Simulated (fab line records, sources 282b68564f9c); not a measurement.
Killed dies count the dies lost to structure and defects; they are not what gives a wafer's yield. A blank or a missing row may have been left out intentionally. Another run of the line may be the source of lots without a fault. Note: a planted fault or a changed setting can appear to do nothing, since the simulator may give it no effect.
2 desks looking at one fault ; flow ritCmos ; every desk sees just its own numbers, and what lay behind them comes last

## TOOL OWNER'S DESK, lpcvd-01
The tool's own readings at RIT_SPACER_CVD_03 (deposits Si3N4 from SiH2Cl2/NH3, target thk 250 nm, time 3300 s): means of the sampled wafers that have a number, for each lot that ran on this tool. The brackets show how far a lot's mean lies from the usual mean; more than 4 standard deviations puts the lot out of limits, marked OUT.
Columns: A = zonePowerCentrePct at RIT_SPACER_CVD_03, usual 35.1 %
lot;first seen here;A
L777;day 3 01:33;34.7
L784;day 4 12:31;34.5
L787;day 5 02:16;34.8
This desk found nothing out of limits on any of the 3 lots.

## AT THE METROLOGY DESK
What the gauges read, lot by lot, whatever tool the lot ran on: means of the sampled wafers that have a number. The brackets show how far a lot's mean lies from the usual mean; more than 4 standard deviations puts the lot out of limits, marked OUT.
Columns: A = NWELL_RS at RIT_WELLDRIVE_RS_MEAS_01, usual 275.4 ohm/sq; B = SPACER_NITRIDE_THK at RIT_SPACER_THK_MEAS_04, usual 251.3 nm; C = cdNm at RIT_CONTACT_CD_MEAS_08, usual 1000.8 nm
lot;first seen here;A;B;C
L776;day 2 04:41;275.9;250.9;1002.8
L777;day 2 09:37;274.1;249.2;999.3
L779;day 2 18:46;276.6;250.5;1001.3
L784;day 3 21:07;274.3;217.7 (-15) OUT;-
L787;day 4 10:37;276.4;217.9 (-15) OUT;1002.9
L789;day 4 21:29;275.2;251.2;1002.6
L792;day 5 11:46;275.0;248.4;1003.5
L793;day 5 17:46;275.1;254.1;997.8
L799;day 6 22:49;274.8;248.5;1001.3
This desk reports L784, L787 out of limits; the earliest was L784 at day 4 14:26 (SPACER_NITRIDE_THK at RIT_SPACER_THK_MEAS_04). L776, L777, L779, L789, L792, L793, L799 stayed within limits.

## TAKEN TOGETHER
The metrology desk could have raised an alarm at day 4 14:26, on L784, L787.
Nothing out of limits was seen by the tool owner's desk.
Tool owner's desk: L784, L787 on record, inside its limits.
All the named lots went through RIT_SPACER_CVD_03 on lpcvd-01.

## WHAT THE SIMULATOR PUT IN
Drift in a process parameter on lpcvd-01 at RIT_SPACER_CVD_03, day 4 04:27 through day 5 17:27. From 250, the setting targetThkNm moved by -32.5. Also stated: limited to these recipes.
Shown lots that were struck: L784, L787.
Hours from the fault's start to each desk's first reading out of limits: the metrology desk, 10.
